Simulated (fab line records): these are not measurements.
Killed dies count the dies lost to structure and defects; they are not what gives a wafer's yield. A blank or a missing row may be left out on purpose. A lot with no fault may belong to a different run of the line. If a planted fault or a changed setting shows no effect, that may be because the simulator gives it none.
Which tool did it? + flow berkeley-cmos170 + 11 lots, 33 wafers sampled, at 3 steps of a route of 331

WHAT THE GAUGES SHOWED, per wafer
UCB170_PSD_CD_MEAS_06: target cd 1200 nm.
| lot  | measured     | on        | cd-nm (nm)           |
|------|--------------|-----------|----------------------|
| L314 | day 6 15:54  | cd-sem-02 | 1201.9 1202.4 1201.7 |
| L315 | day 6 22:17  | cd-sem-01 | 1201.0 1201.5 1202.6 |
| L318 | day 7 11:57  | cd-sem-02 | 1201.9 1203.0 1201.2 |
| L316 | day 7 14:27  | cd-sem-02 | 1198.2 1196.6 1198.7 |
| L319 | day 7 18:26  | cd-sem-01 | 1201.2 1201.7 1202.1 |
| L317 | day 7 18:43  | cd-sem-01 | 1199.3 1197.7 1199.2 |
| L330 | day 9 17:40  | cd-sem-01 | 1198.7 1199.1 1200.0 |
| L331 | day 10 05:05 | cd-sem-01 | 1200.0 1200.3 1200.4 |
| L332 | day 10 05:18 | cd-sem-02 | 1198.5 1200.6 1197.8 |
| L337 | day 11 16:44 | cd-sem-01 | 1196.4 1197.0 1195.8 |
| L336 | day 11 16:49 | cd-sem-02 | 1201.5 1198.7 1200.3 |

UCB170_M1_OVL_MEAS_10.
| lot  | measured     | on         | M1_OVL (nm) |
|------|--------------|------------|-------------|
| L314 | day 7 04:06  | overlay-01 | 0 -4 -3     |
| L315 | day 7 10:49  | overlay-02 | -1 -4 -3    |
| L318 | day 7 22:23  | overlay-01 | 12 6 1      |
| L316 | day 8 02:40  | overlay-02 | 3 -3 -1     |
| L319 | day 8 09:37  | overlay-02 | 2 -6 4      |
| L317 | day 8 09:22  | overlay-01 | 1 6 6       |
| L330 | day 10 04:37 | overlay-01 | 11 9 7      |
| L331 | day 10 17:40 | overlay-02 | 1 2 3       |
| L332 | day 10 18:38 | overlay-01 | 1 13 -1     |
| L337 | day 12 07:14 | overlay-02 | 6 6 -1      |
| L336 | day 12 07:00 | overlay-02 | -1 7 7      |

EACH LOT AND THE TOOL THAT RAN IT (in order: tool; ch and the chambers of the sampled wafers; start)
| lot  | UCB170_M1_COAT_04                 |
|------|-----------------------------------|
| L314 | litho-track-03 ch 0, day 7 02:00  |
| L315 | litho-track-02 ch 0, day 7 09:00  |
| L318 | litho-track-02 ch 0, day 7 21:00  |
| L316 | litho-track-03 ch 0, day 8 01:00  |
| L319 | litho-track-02 ch 0, day 8 08:00  |
| L317 | litho-track-01 ch 0, day 8 08:00  |
| L330 | litho-track-02 ch 0, day 10 03:00 |
| L331 | litho-track-02 ch 0, day 10 16:00 |
| L332 | litho-track-03 ch 0, day 10 17:00 |
| L337 | litho-track-01 ch 0, day 12 05:00 |
| L336 | litho-track-01 ch 0, day 12 05:00 |
- UCB170_M1_COAT_04: resist thk 900 nm.

AS READ BY THE TOOLS THEMSELVES (means over the sampled wafers that have a number; for cases with no such wafer, the mark the record gives instead)
UCB170_M1_COAT_04.
| lot  | tool           | spin-speed-rpm (rpm) |
|------|----------------|----------------------|
| L314 | litho-track-03 | 1501.2               |
| L315 | litho-track-02 | 1500.4               |
| L318 | litho-track-02 | 1500.8               |
| L316 | litho-track-03 | 1499.9               |
| L319 | litho-track-02 | 1499.7               |
| L317 | litho-track-01 | 1499.7               |
| L330 | litho-track-02 | 1776.4               |
| L331 | litho-track-02 | 1775.6               |
| L332 | litho-track-03 | 1500.5               |
| L337 | litho-track-01 | 1501.2               |
| L336 | litho-track-01 | 1498.7               |

THE ANSWER, worked out from the rows above alone
Rule: what is usual is taken from the lots themselves. Put in order of their means at a reading, lots are off if they are a third of the lots or fewer, leave a main group of 4 or more, and stand apart from it by a gap of 3 or more times the standard deviation of the main group's means; of several such gaps the widest counts. The tables above print the reading to a certain number of digits; a main group whose means all agree to those digits is not used. Also off: a lot with no number at a reading for which 4 or more lots have one. All remaining lots with rows at the step are treated as sound. After the gauges, taken in route order, come the tools' own readings; for these a lot's mean is taken, as printed above. The first step at which some lot is off is used, and at that step the reading that is off furthest; a lot without a number counts as furthest.
Off: L330, L331, at UCB170_M1_COAT_04 (spin-speed-rpm). The main group: mean 1500.2 rpm, standard deviation 0.77.
If a tool, at that step or one of the process steps before it, ran each lot that is off and ran no sound lot following the first of them, it fits. One fits: litho-track-02 at UCB170_M1_COAT_04. A fault onset in the window from L319 (day 8 08:00, its last sound lot) to L330 (day 10 03:00, its first lot off) fits.
On the lots that are off, the tool's own readings at UCB170_M1_COAT_04 differ by more than 5 times the standard deviation of the sound lots' means, which bears it out; spin-speed-rpm reads 1776.0 rpm there versus 1500.2 rpm on the sound lots.

WHAT WAS PUT IN BY THE SIMULATOR
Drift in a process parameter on litho-track-02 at UCB170_M1_COAT_04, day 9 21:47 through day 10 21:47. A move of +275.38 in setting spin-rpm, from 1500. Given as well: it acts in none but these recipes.
Struck lots among those shown: L330, L331. This agrees with what the rule above found.
